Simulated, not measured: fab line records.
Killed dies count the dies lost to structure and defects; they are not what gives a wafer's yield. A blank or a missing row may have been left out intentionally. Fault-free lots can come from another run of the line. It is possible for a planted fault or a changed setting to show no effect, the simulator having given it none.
Split-lot study / flow rit cmos / on a route of 202 steps: 5 lots, 23 wafers read

ON THE SPLIT
At RIT_ACTIVE_CVD_03 (deposits Si3N4 from SiH2Cl2/NH3, target thk 150 nm, time 1500 s), the setting pressure mtorr was moved away from the recipe's 300 mTorr on 20 of the 23 wafers read, by -9.5% to +12.0%. This setting was run at the recipe's value on the other wafers.

The split's own step is where the reading is taken.

THE READING
Si3N4_of_ACTIVE_CVD_03.thk nm (the simulator's own value, which no gauge read), in nm, at RIT_ACTIVE_CVD_03 (deposits Si3N4 from SiH2Cl2/NH3, target thk 150 nm, time 1500 s). The file gives no usual value for it. Average 149.1 nm, standard deviation 0.9 nm, over the 3 wafers here run with the recipe.

wafer=L074.1; tool, chamber at the split=-, -; pressure mtorr as run, mTorr=274.4; against the recipe=-8.5%; Si3N4_of_ACTIVE_CVD_03.thk nm, nm=146.7; against lot-mates on the recipe=no lot-mate on the recipe
wafer=L074.2; tool, chamber at the split=-, -; pressure mtorr as run, mTorr=274.4; against the recipe=-8.5%; Si3N4_of_ACTIVE_CVD_03.thk nm, nm=145.2; against lot-mates on the recipe=no lot-mate on the recipe
wafer=L074.3; tool, chamber at the split=-, -; pressure mtorr as run, mTorr=274.4; against the recipe=-8.5%; Si3N4_of_ACTIVE_CVD_03.thk nm, nm=148; against lot-mates on the recipe=no lot-mate on the recipe
wafer=L074.4; tool, chamber at the split=-, -; pressure mtorr as run, mTorr=274.4; against the recipe=-8.5%; Si3N4_of_ACTIVE_CVD_03.thk nm, nm=145.6; against lot-mates on the recipe=no lot-mate on the recipe
wafer=L074.6; tool, chamber at the split=-, -; pressure mtorr as run, mTorr=274.4; against the recipe=-8.5%; Si3N4_of_ACTIVE_CVD_03.thk nm, nm=146.3; against lot-mates on the recipe=no lot-mate on the recipe
wafer=L078.1; tool, chamber at the split=-, -; pressure mtorr as run, mTorr=315.7; against the recipe=+5.2%; Si3N4_of_ACTIVE_CVD_03.thk nm, nm=150; against lot-mates on the recipe=no lot-mate on the recipe
wafer=L078.2; tool, chamber at the split=-, -; pressure mtorr as run, mTorr=315.7; against the recipe=+5.2%; Si3N4_of_ACTIVE_CVD_03.thk nm, nm=152.6; against lot-mates on the recipe=no lot-mate on the recipe
wafer=L078.3; tool, chamber at the split=-, -; pressure mtorr as run, mTorr=315.7; against the recipe=+5.2%; Si3N4_of_ACTIVE_CVD_03.thk nm, nm=150.3; against lot-mates on the recipe=no lot-mate on the recipe
wafer=L078.5; tool, chamber at the split=-, -; pressure mtorr as run, mTorr=315.7; against the recipe=+5.2%; Si3N4_of_ACTIVE_CVD_03.thk nm, nm=149.7; against lot-mates on the recipe=no lot-mate on the recipe
wafer=L078.6; tool, chamber at the split=-, -; pressure mtorr as run, mTorr=315.7; against the recipe=+5.2%; Si3N4_of_ACTIVE_CVD_03.thk nm, nm=151; against lot-mates on the recipe=no lot-mate on the recipe
wafer=L079.1; tool, chamber at the split=lpcvd-01, 0; pressure mtorr as run, mTorr=300; against the recipe=recipe; Si3N4_of_ACTIVE_CVD_03.thk nm, nm=150.2; against lot-mates on the recipe=-
wafer=L079.4; tool, chamber at the split=lpcvd-01, 0; pressure mtorr as run, mTorr=300; against the recipe=recipe; Si3N4_of_ACTIVE_CVD_03.thk nm, nm=149.1; against lot-mates on the recipe=-
wafer=L079.6; tool, chamber at the split=lpcvd-01, 0; pressure mtorr as run, mTorr=300; against the recipe=recipe; Si3N4_of_ACTIVE_CVD_03.thk nm, nm=148; against lot-mates on the recipe=-
wafer=L082.1; tool, chamber at the split=-, -; pressure mtorr as run, mTorr=336; against the recipe=+12.0%; Si3N4_of_ACTIVE_CVD_03.thk nm, nm=153.9; against lot-mates on the recipe=no lot-mate on the recipe
wafer=L082.2; tool, chamber at the split=-, -; pressure mtorr as run, mTorr=336; against the recipe=+12.0%; Si3N4_of_ACTIVE_CVD_03.thk nm, nm=156; against lot-mates on the recipe=no lot-mate on the recipe
wafer=L082.3; tool, chamber at the split=-, -; pressure mtorr as run, mTorr=336; against the recipe=+12.0%; Si3N4_of_ACTIVE_CVD_03.thk nm, nm=155.5; against lot-mates on the recipe=no lot-mate on the recipe
wafer=L082.4; tool, chamber at the split=-, -; pressure mtorr as run, mTorr=336; against the recipe=+12.0%; Si3N4_of_ACTIVE_CVD_03.thk nm, nm=155.9; against lot-mates on the recipe=no lot-mate on the recipe
wafer=L082.6; tool, chamber at the split=-, -; pressure mtorr as run, mTorr=336; against the recipe=+12.0%; Si3N4_of_ACTIVE_CVD_03.thk nm, nm=156.4; against lot-mates on the recipe=no lot-mate on the recipe
wafer=L084.1; tool, chamber at the split=-, -; pressure mtorr as run, mTorr=271.6; against the recipe=-9.5%; Si3N4_of_ACTIVE_CVD_03.thk nm, nm=140.7; against lot-mates on the recipe=no lot-mate on the recipe
wafer=L084.2; tool, chamber at the split=-, -; pressure mtorr as run, mTorr=271.6; against the recipe=-9.5%; Si3N4_of_ACTIVE_CVD_03.thk nm, nm=141.8; against lot-mates on the recipe=no lot-mate on the recipe
wafer=L084.4; tool, chamber at the split=-, -; pressure mtorr as run, mTorr=271.6; against the recipe=-9.5%; Si3N4_of_ACTIVE_CVD_03.thk nm, nm=140.9; against lot-mates on the recipe=no lot-mate on the recipe
wafer=L084.5; tool, chamber at the split=-, -; pressure mtorr as run, mTorr=271.6; against the recipe=-9.5%; Si3N4_of_ACTIVE_CVD_03.thk nm, nm=142.5; against lot-mates on the recipe=no lot-mate on the recipe
wafer=L084.6; tool, chamber at the split=-, -; pressure mtorr as run, mTorr=271.6; against the recipe=-9.5%; Si3N4_of_ACTIVE_CVD_03.thk nm, nm=142.2; against lot-mates on the recipe=no lot-mate on the recipe

FIT RESULTS
A straight line over all 23 wafers: Si3N4_of_ACTIVE_CVD_03.thk nm changes by +0.538 nm for each +1% of pressure mtorr; r = +0.94; the points scatter about the line by 1.8 nm.
Too few moved wafers with a lot-mate on the recipe to fit a line net of each lot's own level.

FILE'S OWN FIT
Si3N4_of_ACTIVE_CVD_03.thk nm changes by +0.539 nm for each +1% of pressure mtorr, r = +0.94.
